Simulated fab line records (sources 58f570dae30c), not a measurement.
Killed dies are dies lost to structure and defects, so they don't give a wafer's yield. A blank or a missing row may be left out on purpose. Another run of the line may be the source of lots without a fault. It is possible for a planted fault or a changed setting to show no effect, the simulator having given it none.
Which tool is to blame? / flow berkeleyCmos170 / 6 lots, 18 wafers sampled, at 2 steps of a route of 331

## WHAT THE GAUGES SHOWED, per wafer
UCB170_SDANNEAL_RS_MEAS_03: measurement is done with a four-point probe.
lot=L749; measured=day 6 14:37; on=filmMetro-01; NSD_RS (ohm/sq)=37.23 37.51 37.21
lot=L750; measured=day 7 05:14; on=filmMetro-02; NSD_RS (ohm/sq)=37.23 37.14 37.06
lot=L753; measured=day 7 05:40; on=filmMetro-01; NSD_RS (ohm/sq)=37.18 37.15 37.16
lot=L761; measured=day 9 17:05; on=filmMetro-01; NSD_RS (ohm/sq)=37.24 37.16 37.29
lot=L764; measured=day 10 05:11; on=filmMetro-01; NSD_RS (ohm/sq)=37.07 37.29 37.20
lot=L769; measured=day 11 08:16; on=filmMetro-03; NSD_RS (ohm/sq)=37.19 37.25 37.16

## WHAT TOOL EACH LOT RAN ON (gives the tool, then ch and the chambers of the sampled wafers, and finally the start)
lot=L749; UCB170_SDANNEAL_RTA_00=rtpAnneal-01 ch 0, day 6 14:23
lot=L750; UCB170_SDANNEAL_RTA_00=rtpAnneal-01 ch 0, day 7 04:58
lot=L753; UCB170_SDANNEAL_RTA_00=rtpAnneal-01 ch 0, day 7 05:25
lot=L761; UCB170_SDANNEAL_RTA_00=rtpAnneal-01 ch 0, day 9 16:51
lot=L764; UCB170_SDANNEAL_RTA_00=rtpAnneal-01 ch 0, day 10 04:56
lot=L769; UCB170_SDANNEAL_RTA_00=rtpAnneal-02 ch 0, day 11 08:01
- UCB170_SDANNEAL_RTA_00: time 10 s.

## THE ANSWER, worked out from the rows above alone
Rule: the lots themselves supply what counts as usual. Put in order of their means at a reading, lots are off if they are a third of the lots or fewer, leave a main group of 4 or more, and stand apart from it by a gap of 3 or more times the standard deviation of the main group's means; of several such gaps the widest counts. A main group is skipped when, at the precision printed for the reading in the tables above, its means are all equal. A lot without any number at a reading at which 4 lots or more have one is off too. Any other lot the step has rows for is counted as sound.
Nothing can be told from this: no lot is off at any reading shown.

## WHAT THE SIMULATOR HAD INSERTED
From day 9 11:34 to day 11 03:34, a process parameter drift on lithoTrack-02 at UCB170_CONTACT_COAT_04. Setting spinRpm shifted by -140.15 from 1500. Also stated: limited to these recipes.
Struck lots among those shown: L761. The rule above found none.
